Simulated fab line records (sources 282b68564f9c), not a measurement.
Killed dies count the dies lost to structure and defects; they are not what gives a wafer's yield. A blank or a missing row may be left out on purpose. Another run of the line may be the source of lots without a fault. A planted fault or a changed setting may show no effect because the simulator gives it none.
fab line records    flow ritCmos
record: lots: 6  wafers: 18  lastDay: 7
route steps=202 shown SILICIDE@163 CONTACT@168 M1@202
lots with no fault: from the same line, run without faults
startH: start of the lot's first displayed wafer, in hours after the record's first day    waitH: hours since the lot's step before    " the same as in the row above    L1.1+2: a row that stands for several wafers    - either no value or no given start    * or withheld: withheld    < > ~ a bound
route shown NAME@n: names a module that has steps shown in the file, with the first one's number in the route    usual: mean/standard deviation of fault-free wafers    same: alike in all rows    chamber/n: place in a boat    sites: per-site readings    _std_site: the values' standard deviation    _edge_site: inner sites' mean taken away from outer sites' mean    radiusMm: how far each site lies from the wafer's centre    mask NAME#n: copy n    behind: the last tool/chamber to shape the wafer    hold: why the lot was held/for how many hours/how that ended    device: whichever transistor did not switch (one of n, p or np)    end of line: tests of these same wafers at the route's end    a step with no rows: only its recipe    killed: not the wafer's yield, but the dies lost to structure and defects at the first sort    map: a wafer's dies, marking killed ones x, the rest . and places with no die _
set.NAME: the setting that was run; set.NAME@STEP: the one run at that earlier step    model.NAME: the simulator's own value behind a step, which no gauge read
a table for each step, a row for each wafer; lots at some steps of the route
services: a tool's chamber out of use, with start hour (startH, from the record's first day; less than 0 if before it), hours out, and reason
== steps ==
step: RIT_SILICIDE_RS_MEAS_02
recipe: thkMeasGauge: four-point-probe  reads: Ti_of_SILICIDE_SPUTTER_01
usual: SILICIDE_TI_RS: 47.7/0.75
lot.wafer  tool          chamber  startH  waitH  SILICIDE_TI_RS[ohm/sq]
L789.1     filmMetro-03  -        54.22   0.1    46.9
L789.2     "             -        "       "      47.5
L789.3     "             -        "       "      47.9
L790.2     filmMetro-01  -        61.17   0.1    48.8
L790.4     "             -        "       "      48.9
L790.6     "             -        "       "      48.1
L795.2     filmMetro-03  -        85.81   0.1    46.6
L795.4     "             -        "       "      47.4
L795.5     "             -        "       "      46.5
L802.1     filmMetro-01  -        120.75  0.1    46.5
L802.2     "             -        "       "      48.9
L802.6     "             -        "       "      48.2
L808.2     filmMetro-02  -        150.78  0.1    47.2
L808.5     "             -        "       "      47.0
L808.6     "             -        "       "      48.0
L809.1     filmMetro-01  -        155.04  0.1    48.8
L809.2     "             -        "       "      47.8
L809.6     "             -        "       "      48.8
step: RIT_SILICIDE_THK_MEAS_03
recipe: thkMeasGauge: xrf  reads: Ti_of_SILICIDE_SPUTTER_01
usual: SILICIDE_TI_THK: 29.9/0.42
lot.wafer  tool          chamber  startH  waitH  SILICIDE_TI_THK[nm]
L789.1     filmMetro-03  -        54.34   0.1    30.5
L789.2     "             -        "       "      30.1
L789.3     "             -        "       "      29.8
L790.2     filmMetro-01  -        61.28   0.1    29.3
L790.4     "             -        "       "      29.3
L790.6     "             -        "       "      29.8
L795.2     filmMetro-03  -        85.92   0.1    30.6
L795.4     "             -        "       "      30.2
L795.5     "             -        "       "      30.8
L802.1     filmMetro-01  -        120.87  0.1    30.3
L802.2     "             -        "       "      29.0
L802.6     "             -        "       "      29.6
L808.2     filmMetro-02  -        150.89  0.1    30.2
L808.5     "             -        "       "      30.2
L808.6     "             -        "       "      29.8
L809.1     filmMetro-01  -        155.16  0.1    29.2
L809.2     "             -        "       "      29.8
L809.6     "             -        "       "      29.2
step: RIT_SILICIDE_RTA_04
recipe: tempC: 650  timeS: 10  idleTempC: 25  rampUpS: 5  rampDownS: 5  coolToC: 25  ambient: N2
usual: chamberO2Ppm: 1.999/0.021  wafer_temp_C_max: 654.5/1.3
lot.wafer  tool          chamber  startH  waitH  chamberO2Ppm  wafer_temp_C_max
L789.1     rtpAnneal-01  0        54.40   0.1    2.017         654.3
L789.2     "             0        "       "      2.026         655.1
L789.3     "             0        "       "      2.007         656.1
L790.2     rtpAnneal-02  0        61.34   0.1    1.956         653.5
L790.4     "             0        "       "      1.984         654.2
L790.6     "             0        "       "      1.994         653.1
L795.2     rtpAnneal-01  0        85.98   0.1    1.998         654.9
L795.4     "             0        "       "      1.968         654.0
L795.5     "             0        "       "      2.012         655.3
L802.1     rtpAnneal-02  0        120.93  0.1    2.011         655.7
L802.2     "             0        "       "      2.027         653.8
L802.6     "             0        "       "      2.011         654.0
L808.2     rtpAnneal-02  0        150.95  0.1    2.001         652.7
L808.5     "             0        "       "      2.001         653.2
L808.6     "             0        "       "      1.996         652.9
L809.1     rtpAnneal-02  0        155.22  0.1    2.031         654.3
L809.2     "             0        "       "      2.003         653.4
L809.6     "             0        "       "      2.006         652.9
step: RIT_SILICIDE_WET_ETCH_05
recipe: chemistry: SPM  target: Ti  tempC: 90  timeS: 120  dry: n2Spin
step: RIT_SILICIDE_RTA_06
recipe: tempC: 750  timeS: 10  idleTempC: 25  rampUpS: 5  rampDownS: 10  coolToC: 25  ambient: N2
usual: chamberO2Ppm: 2.004/0.022  wafer_temp_C_max: 755.2/1.6
lot.wafer  tool          chamber  startH  waitH  chamberO2Ppm  wafer_temp_C_max
L789.1     rtpAnneal-02  0        54.51   0.0    1.996         752.5
L789.2     "             0        "       "      1.976         755.1
L789.3     "             0        "       "      1.979         756.3
L790.2     rtpAnneal-01  0        61.45   0.0    2.029         755.0
L790.4     "             0        "       "      1.975         758.7
L790.6     "             0        "       "      1.977         755.2
L795.2     rtpAnneal-02  0        86.08   0.0    2.047         753.2
L795.4     "             0        "       "      2.006         753.5
L795.5     "             0        "       "      2.015         754.0
L802.1     rtpAnneal-01  0        121.04  0.0    2.010         757.8
L802.2     "             0        "       "      2.017         756.9
L802.6     "             0        "       "      1.979         756.3
L808.2     rtpAnneal-02  0        151.06  0.0    2.013         753.8
L808.5     "             0        "       "      2.021         754.4
L808.6     "             0        "       "      2.024         755.0
L809.1     rtpAnneal-01  0        155.33  0.0    2.010         755.7
L809.2     "             0        "       "      2.013         755.6
L809.6     "             0        "       "      1.999         755.3
step: RIT_CONTACT_CVD_00
recipe: material: SiO2  targetThkNm: 400  precursor: TEOS  tempC: 390  timeS: 61  rfW: 400
usual: heaterPowerW: 292/70
lot.wafer  tool      chamber  startH  waitH  heaterPowerW
L789.1     pecvd-04  0        54.58   0.1    293
L789.2     "         2        "       "      492
L789.3     "         1        "       "      243
L790.2     pecvd-03  1        61.50   0.0    288
L790.4     "         0        "       "      267
L790.6     "         2        "       "      249
L795.2     pecvd-04  0        86.14   0.0    304
L795.4     "         2        "       "      453
L795.5     "         1        "       "      242
L802.1     pecvd-03  0        121.11  0.1    229
L802.2     "         2        "       "      240
L802.6     "         0        "       "      256
L808.2     pecvd-03  2        151.14  0.1    240
L808.5     "         2        "       "      263
L808.6     "         2        "       "      287
L809.1     pecvd-01  2        155.40  0.1    291
L809.2     "         1        "       "      240
L809.6     "         0        "       "      282
step: RIT_CONTACT_THK_MEAS_01
recipe: reads: SiO2_of_CONTACT_CVD_00
usual: CONTACT_TEOS_THK: 398/5.8
lot.wafer  tool          chamber  startH  waitH  CONTACT_TEOS_THK[nm]
L789.1     filmMetro-01  -        54.63   0.0    398
L789.2     "             -        "       "      395
L789.3     "             -        "       "      385
L790.2     filmMetro-04  -        61.56   0.0    392
L790.4     "             -        "       "      401
L790.6     "             -        "       "      400
L795.2     filmMetro-01  -        86.20   0.0    403
L795.4     "             -        "       "      402
L795.5     "             -        "       "      396
L802.1     filmMetro-02  -        121.18  0.1    401
L802.2     "             -        "       "      396
L802.6     "             -        "       "      404
L808.2     filmMetro-04  -        151.28  0.1    408
L808.5     "             -        "       "      402
L808.6     "             -        "       "      402
L809.1     filmMetro-04  -        155.45  0.0    392
L809.2     "             -        "       "      396
L809.6     "             -        "       "      400
step: RIT_CONTACT_HMDS_02
recipe: primeTimeS: 60  primeTempC: 140
step: RIT_CONTACT_COAT_03
recipe: resist: NOVOLAK  spinRpm: 3250  resistThkNm: 1000
step: RIT_CONTACT_SOFTBAKE_04
recipe: resist: NOVOLAK  tempC: 90  timeS: 60
step: RIT_CONTACT_EXPOSE_05
recipe: maskId: M11  na: 0.6  sourceShape: conventional  sigmaOuter: 0.5  targetCdNm: 1000  doseMj: 250
step: RIT_CONTACT_PEB_06
recipe: resist: NOVOLAK  tempC: withheld  timeS: withheld
step: RIT_CONTACT_DEVELOP_07
recipe: resist: NOVOLAK  developTimeS: 120  devTempC: 23
usual: chillPlateTempC: 23.00/0.11
lot.wafer  tool           chamber  startH  waitH  chillPlateTempC
L789.1     lithoTrack-02  0        55      -      22.99
L789.2     "              0        "       "      22.95
L789.3     "              0        "       "      22.84
L790.2     lithoTrack-02  0        62      -      23.15
L790.4     "              0        "       "      22.97
L790.6     "              0        "       "      23.14
L795.2     lithoTrack-03  0        87      -      22.91
L795.4     "              0        "       "      22.85
L795.5     "              0        "       "      23.00
L802.1     lithoTrack-03  0        121     -      23.07
L802.2     "              0        122     -      23.02
L802.6     "              0        "       "      22.98
L808.2     lithoTrack-02  0        152     -      22.96
L808.5     "              0        "       "      22.92
L808.6     "              0        "       "      23.00
L809.1     lithoTrack-02  0        156     -      23.03
L809.2     "              0        "       "      23.18
L809.6     "              0        "       "      23.02
step: RIT_CONTACT_CD_MEAS_08
recipe: targetCdNm: 1000
usual: cdNm: 999.9/2.2
lot.wafer  tool      chamber  startH  waitH  cdNm
L789.1     cdSem-02  -        55.78   -      1001.0
L789.2     "         -        "       "      1000.1
L789.3     "         -        "       "      1001.4
L790.2     cdSem-01  -        62.72   -      998.9
L790.4     "         -        "       "      995.7
L790.6     "         -        "       "      1000.6
L795.2     cdSem-02  -        87.40   -      996.4
L795.4     "         -        "       "      997.8
L795.5     "         -        "       "      998.4
L802.1     cdSem-02  -        122.21  -      997.9
L802.2     "         -        "       "      998.1
L802.6     "         -        "       "      998.8
L808.2     cdSem-01  -        152.44  -      1014.3
L808.5     "         -        "       "      1012.0
L808.6     "         -        "       "      1011.5
L809.1     cdSem-01  -        156.47  -      1014.2
L809.2     "         -        "       "      1012.6
L809.6     "         -        "       "      1013.3
step: RIT_CONTACT_OVL_MEAS_09
usual: CONTACT_OVL: -0.9/1.4
lot.wafer  tool        chamber  startH  waitH  CONTACT_OVL[nm]
L789.1     overlay-01  -        55.90   0.1    0.0
L789.2     "           -        "       "      -0.9
L789.3     "           -        "       "      0.2
L790.2     overlay-02  -        62.83   0.1    -3.6
L790.4     "           -        "       "      -2.1
L790.6     "           -        "       "      -1.8
L795.2     overlay-01  -        87.51   0.1    0.9
L795.4     "           -        "       "      -0.3
L795.5     "           -        "       "      0.2
L802.1     overlay-02  -        122.33  0.1    -0.7
L802.2     "           -        "       "      -1.9
L802.6     "           -        "       "      -2.9
L808.2     overlay-02  -        152.55  0.1    -3.9
L808.5     "           -        "       "      -3.6
L808.6     "           -        "       "      -2.1
L809.1     overlay-01  -        156.59  0.1    0.9
L809.2     "           -        "       "      0.0
L809.6     "           -        "       "      -0.6
step: RIT_CONTACT_HARDBAKE_10
recipe: resist: NOVOLAK  tempC: 140  timeS: 60
step: RIT_CONTACT_ETCH_11
recipe: targetDepthA: 4800  overEtchFrac: 0.2  stopOn: TiSi2  chemistry: CHF3/CF4/Ar  target: SiO2  CHF3_flow_sccm: 50  cf4FlowSccm: 10  Ar_flow_sccm: 100  O2_flow_sccm: 5  pressureMtorr: 100  rfW: 200  timeS: 320
usual: drypumpMotorCurrentA: 5.8/0.32  oesProductAu: 0.990/0.012  throttleValvePct: 8.90/0.12
lot.wafer  tool        chamber  startH  waitH  drypumpMotorCurrentA  oesProductAu  rfHoursCounterH  throttleValvePct  model.CONTACT.cdNm
L789.1     rieDiel-03  3        56.08   0.1    6.3                   0.992         1                9.10              1001
L789.2     "           0        "       "      5.9                   0.977         20               8.93              999.7
L789.3     "           1        "       "      6.0                   0.997         13               8.83              1001
L790.2     rieDiel-01  2        63.01   0.1    5.7                   1.006         96               8.87              998.5
L790.4     "           3        "       "      5.7                   0.967         131              8.70              995.6
L790.6     "           1        "       "      5.3                   0.987         -                8.94              999.8
L795.2     rieDiel-03  1        87.69   0.1    6.0                   0.997         14               8.82              995.8
L795.4     "           2        "       "      6.0                   0.989         7                9.06              997.8
L795.5     "           2        "       "      6.0                   0.991         -                9.04              998.9
L802.1     rieDiel-01  3        122.52  0.1    5.8                   0.968         132              8.70              998.1
L802.2     "           1        "       "      5.3                   0.981         148              8.92              998.1
L802.6     "           1        "       "      5.3                   0.989         -                8.94              998.5
L808.2     rieDiel-03  0        152.73  0.1    5.9                   0.976         22               8.91              1015
L808.5     "           1        "       "      6.0                   0.998         -                8.83              1011
L808.6     "           2        "       "      6.0                   0.989         -                9.06              1012
L809.1     rieDiel-03  2        156.78  0.1    6.0                   0.991         9                9.05              1015
L809.2     "           0        "       "      5.9                   0.979         22               8.93              1013
L809.6     "           3        "       "      6.3                   0.998         -                9.09              1014
step: RIT_CONTACT_STRIP_12
recipe: chemistry: O2  timeS: 180  resist: NOVOLAK  platenTempC: withheld  powerW: 500  pressureMtorr: 4000  o2FlowSccm: 4000
usual: drypumpMotorCurrentA: 5.5/0.54
lot.wafer  tool            chamber  startH  waitH  drypumpMotorCurrentA  rfHoursCounterH
L789.1     plasmaAsher-03  0        56.28   0.1    4.9                   24
L789.2     "               1        "       "      6.1                   24
L789.3     "               0        "       "      4.9                   -
L790.2     plasmaAsher-03  0        63.20   0.1    4.9                   25
L790.4     "               0        "       "      4.9                   -
L790.6     "               1        "       "      6.1                   -
L795.2     plasmaAsher-03  0        87.88   0.1    4.9                   29
L795.4     "               1        "       "      6.1                   -
L795.5     "               1        "       "      6.1                   -
L802.1     plasmaAsher-01  1        122.71  0.1    5.9                   50
L802.2     "               0        "       "      5.2                   50
L802.6     "               1        "       "      5.9                   -
L808.2     plasmaAsher-03  1        152.92  0.1    6.1                   36
L808.5     "               0        "       "      4.9                   -
L808.6     "               1        "       "      6.1                   -
L809.1     plasmaAsher-03  0        156.97  0.1    4.9                   36
L809.2     "               1        "       "      6.1                   36
L809.6     "               1        "       "      6.0                   -
step: RIT_M1_PROBE_99
usual: killedAtContacts: 0.1/0.3  killedAtFrontEnd: 7.1/3  killedDies: 7.3/3  killedOpen: 3.6/2  killedShort: 3.5/1.9
same: grossDies: 264  killed_at_M0_to_M3: 0  killed_at_M4_up: 0  killedAtBackSide: 0  killedAtOther: 0
lot.wafer  tool       chamber  startH  waitH  killedAtContacts  killedAtFrontEnd  killedDies  killedOpen  killedShort  model.etest.contactToGate.bvLeftV  model.etest.contactToGate.bvRightV
L789.1     prober-02  -        60.94   0.1    0                 5                 5           4           1            87.48                              91.54
L789.2     prober-02  -        60.99   0.1    0                 6                 6           3           3            90.26                              93.14
L789.3     prober-02  -        61.04   0.2    0                 6                 6           3           3            91.33                              92.36
L790.2     prober-01  -        68.22   0.1    0                 13                13          10          3            94.53                              89.2
L790.4     prober-01  -        68.32   0.2    0                 8                 8           4           4            94.16                              93.7
L790.6     prober-01  -        68.42   0.2    0                 9                 9           7           2            94.08                              91.91
L795.2     prober-02  -        92.64   0.1    0                 11                11          8           3            93.48                              91.77
L795.4     prober-02  -        92.74   0.2    0                 8                 8           4           3            92.67                              90.05
L795.5     prober-02  -        92.79   0.2    0                 13                13          7           5            92.28                              91.36
L802.1     prober-01  -        128.67  0.1    0                 7                 7           4           3            89.58                              91.47
L802.2     prober-01  -        128.72  0.1    0                 9                 9           5           4            90.28                              90.32
L802.6     prober-01  -        128.92  0.2    0                 8                 8           3           5            90.42                              90.8
L808.2     prober-01  -        157.76  0.1    0                 8                 8           5           3            84.96                              86.8
L808.5     prober-01  -        157.91  0.2    0                 8                 8           4           4            85.05                              87.57
L808.6     prober-01  -        157.96  0.2    0                 8                 8           2           6            88.19                              87.99
L809.1     prober-02  -        161.63  0.1    0                 8                 8           5           3            88.17                              90.86
L809.2     prober-02  -        161.68  0.1    0                 5                 5           3           2            86.84                              86.61
L809.6     prober-02  -        161.88  0.2    1                 13                14          8           6            85.88                              85.96
killed by level:class
L789.1 GATE:geometricParticle:open=2 FOX1:geometricParticle:open=1 FOX2:geometricParticle:open=1 SPACER:geometricParticle:short=1
L789.2 FOX1:geometricParticle:short=1 FOX2:geometricParticle:open=1 GATE:geometricParticle:short=1 GATE:geometricParticle:open=1 REOX:geometricParticle:open=1 REOX:geometricParticle:short=1
L789.3 GATE:geometricParticle:short=2 FOX1:geometricParticle:open=1 GATE:geometricParticle:open=1 REOX:geometricParticle:open=1 SPACER:geometricParticle:short=1
L790.2 GATE:geometricParticle:open=5 SPACER:geometricParticle:open=4 FOX2:geometricParticle:open=1 FOX2:geometricParticle:short=1 GATE:geometricParticle:short=1 SPACER:geometricParticle:short=1
L790.4 GATE:geometricParticle:short=2 SILICIDE:geometricParticle:open=2 FOX1:geometricParticle:short=1 REOX:geometricParticle:open=1 SPACER:geometricParticle:open=1 SPACER:geometricParticle:short=1
L790.6 GATE:geometricParticle:open=4 SPACER:geometricParticle:open=3 GATE:geometricParticle:short=2
L795.2 REOX:geometricParticle:open=6 FOX2:geometricParticle:open=1 GATE:geometricParticle:short=1 REOX:geometricParticle:short=1 SILICIDE:geometricParticle:short=1 SILICIDE:geometricParticle:open=1
L795.4 SPACER:geometricParticle:open=2 FOX2:geometricParticle:short=1 GATE:geometricParticle:short=1 GATE:geometricParticle:open=1 REOX:geometricParticle:open=1 SPACER:geometricParticle:short=1 GATE:coatMicrobubblePrinted=1
L795.5 GATE:geometricParticle:short=3 GATE:geometricParticle:open=3 SPACER:geometricParticle:open=2 FOX1:geometricParticle:open=1 REOX:geometricParticle:short=1 REOX:geometricParticle:open=1 SILICIDE:geometricParticle:short=1 GATE:coatMicrobubblePrinted=1
L802.1 SPACER:geometricParticle:short=2 FOX1:geometricParticle:open=1 GATE:geometricParticle:short=1 GATE:geometricParticle:open=1 REOX:geometricParticle:open=1 SPACER:geometricParticle:open=1
L802.2 SPACER:geometricParticle:short=3 FOX2:geometricParticle:open=2 FOX1:geometricParticle:open=1 GATE:geometricParticle:short=1 REOX:geometricParticle:open=1 SPACER:geometricParticle:open=1
L802.6 SPACER:geometricParticle:open=3 SPACER:geometricParticle:short=2 FOX1:geometricParticle:short=1 FOX2:geometricParticle:short=1 GATE:geometricParticle:short=1
L808.2 FOX1:geometricParticle:short=2 FOX2:geometricParticle:open=2 FOX1:geometricParticle:open=1 REOX:geometricParticle:open=1 REOX:geometricParticle:short=1 SILICIDE:geometricParticle:open=1
L808.5 FOX1:geometricParticle:short=2 FOX2:geometricParticle:open=1 GATE:geometricParticle:short=1 GATE:geometricParticle:open=1 REOX:geometricParticle:open=1 SPACER:geometricParticle:open=1 SPACER:geometricParticle:short=1
L808.6 REOX:geometricParticle:short=4 FOX1:geometricParticle:short=1 FOX1:geometricParticle:open=1 GATE:geometricParticle:short=1 REOX:geometricParticle:open=1
L809.1 FOX1:geometricParticle:open=1 FOX1:geometricParticle:short=1 FOX2:geometricParticle:open=1 GATE:geometricParticle:short=1 REOX:geometricParticle:open=1 SPACER:geometricParticle:open=1 SILICIDE:geometricParticle:short=1 SILICIDE:geometricParticle:open=1
L809.2 FOX1:geometricParticle:open=1 GATE:geometricParticle:short=1 GATE:geometricParticle:open=1 SILICIDE:geometricParticle:short=1 SILICIDE:geometricParticle:open=1
L809.6 FOX1:geometricParticle:open=2 GATE:geometricParticle:open=2 GATE:geometricParticle:short=2 REOX:geometricParticle:short=2 SILICIDE:geometricParticle:open=2 ACTIVE:geometricParticle:short=1 FOX1:geometricParticle:short=1 REOX:geometricParticle:open=1
== services ==
tool            chamber  startH  hours  kind
pecvd-01        0        35.06   5.6    repair
plasmaAsher-03  -        44.61   4.5    repair
rieDiel-01      3        45.19   7.3    repair
rieDiel-03      2        46.45   9.0    repair
rieDiel-01      2        58.00   3.0    repair
rieDiel-03      0        58.11   2.8    repair
pecvd-01        2        65.10   3.7    repair
rieDiel-03      1        72.59   11.7   repair
rieDiel-03      2        83.28   2.2    repair
rieDiel-03      3        103.44  3.8    repair
plasmaAsher-03  -        110.13  0.6    repair
pecvd-03        1        118.79  34.4   repair
rtpAnneal-01    -        149.12  4.0    pm
pecvd-03        0        150.90  11.9   repair
== key ==
firstSign: step: RIT_CONTACT_CD_MEAS_08  reading: cdNm  direction: up  sigmas: 6  usual: 999.9  struck: 1013.0  through: controlLoop
effect none on later readings
modelEffect: step: RIT_CONTACT_ETCH_11  value: CONTACT.cdNm  without: 998.8  struck: 1013
modelEffect: step: RIT_M1_PROBE_99  value: etest.contactToGate.bvLeftV  without: 90.08  struck: 86.51
metAt RIT_CONTACT_DEVELOP_07
struckWafers L808.2,L808.5,L808.6,L809.1,L809.2,L809.6
testerLeftOut L808,L809
loopTrim: step: RIT_CONTACT_EXPOSE_05  setting: dose  lots: L809
onsetBetween 62 152
alsoFits time
fault: kind: processParameterDrift  tool: lithoTrack-02  chamber: -  onsetH: 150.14  steps: RIT_CONTACT_DEVELOP_07  channel: developTimeS  offset: *  shape: step  endH: 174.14  actsIn: *  stated: *
testerLeftOut: of these lots the tester's yield and bins aren't shown, on N5 and GAA mostly nor the transistor test; their killed dies are dies lost to structure and defects alone, not to doping, threshold or leakage, so they don't give the yield
loopTrim: a control loop set the setting to another value than it would have without faults
